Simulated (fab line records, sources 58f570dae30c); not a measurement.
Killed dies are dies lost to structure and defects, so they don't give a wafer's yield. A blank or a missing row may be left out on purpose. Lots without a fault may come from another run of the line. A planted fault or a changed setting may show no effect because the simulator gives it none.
A struck lot beside a sound one | flow berkeley_cmos170 | 17 steps out of a route of 331
Sound: wafers L540.1, L540.3, L540.6. Struck: wafers L542.1, L542.2, L542.4. The cause comes at the end.
At each step with rows: each side's tool, then ch and its chambers, then its first start. Under that, the readings that differ: sound wafers | struck wafers | difference of the means | sigmas: that difference in standard deviations of wafers without a fault.
alike: readings whose means differ by less than 2 such deviations, and words and numbers that are the same on both sides. not compared: withheld readings, readings that some wafer has no value for, bounds like >300 that may hide the same value, and numbers for which the record gives no deviation and whose values overlap.
The two part at a step that has a row with sigmas, a row that says differs or no value, or rows on one side only. Numbers that don't overlap but have no deviation are shown without sigmas and don't part them. A reading that every wafer of one side lacks parts them only if that side has two wafers or more.

UCB170_NWELL_THK_MEAS_02:
  sound on film_metro-04, day 4 09:32; struck on film_metro-04, day 4 20:34
  alike: NWELL_OXIDE_THK
then, 2 steps without rows for these wafers: UCB170_NWELL_ANNEAL_03 (time 900 s); UCB170_NWELL_CVD_04 (deposits Si3N4 from SiH2Cl2/NH3, target thk 224 nm, time 3360 s).
UCB170_NWELL_THK_MEAS_05:
  sound on film_metro-02, day 4 18:25; struck on film_metro-04, day 5 05:20
  alike: NWELL_NITRIDE_THK
then, 6 steps without rows for these wafers: UCB170_NWELL_HMDS_06 (prime time 60 s); UCB170_NWELL_COAT_07 (resist thk 900 nm); UCB170_NWELL_SOFTBAKE_08 (time 60 s); UCB170_NWELL_EXPOSE_09 (exposes mask NWELL, target cd 3000 nm); UCB170_NWELL_PEB_10; UCB170_NWELL_DEVELOP_11 (develop time 45 s).
UCB170_NWELL_OVL_MEAS_12:
  sound on overlay-02, day 4 20:17; struck on overlay-01, day 5 06:39
  alike: NWELL_OVL
UCB170_NWELL_ETCH_13: etches Si3N4 in CH3F/Ar/O2, stops on SiO2, target depth 246.4 nm, time 154 s.
  sound on rie_diel-03 ch 0,2, day 4 20:19; struck on rie_diel-03 ch 0,2,3, day 5 06:41
  alike: drypump_motor_current_A, mfc_ar_sccm, oes_product_au, throttle_valve_pct
  not compared: rf_hours_counter_h
UCB170_NWELL_IMPLANT_14:
  sound on implanter-03 ch 0, day 4 20:25; struck on implanter-01 ch 0, day 5 07:06
  reading         | sound                | struck               | difference | sigmas
  beam_energy_keV | 150.07 150.15 150.09 | 150.00 149.96 150.03 | -0.11      | -2
  alike: beam_on_s, tilt_deg
UCB170_NWELL_STRIP_15: strips in O2.
  sound on plasma_asher-04 ch 0,1, day 4 20:34; struck on plasma_asher-04 ch 0,1, day 5 07:15
  alike: drypump_motor_current_A, oes_product_au, strip_time_to_endpoint_s
  not compared: rf_hours_counter_h
UCB170_NWELL_TW_MEAS_16:
  sound on film_metro-04, day 4 20:40; struck on film_metro-02, day 5 07:21
  reading  | sound          | struck         | difference | sigmas
  NWELL_TW | 1246 1250 1252 | 1541 1533 1540 | +289       | +24
then, 2 steps without rows for these wafers: UCB170_NWELL_CLEAN_17 (cleans in SPM, time 600 s); UCB170_M3_PROBE_99.

WHERE THEY PART
First at UCB170_NWELL_IMPLANT_14; last, within this record, at UCB170_NWELL_TW_MEAS_16.

WHY: what the simulator had put in
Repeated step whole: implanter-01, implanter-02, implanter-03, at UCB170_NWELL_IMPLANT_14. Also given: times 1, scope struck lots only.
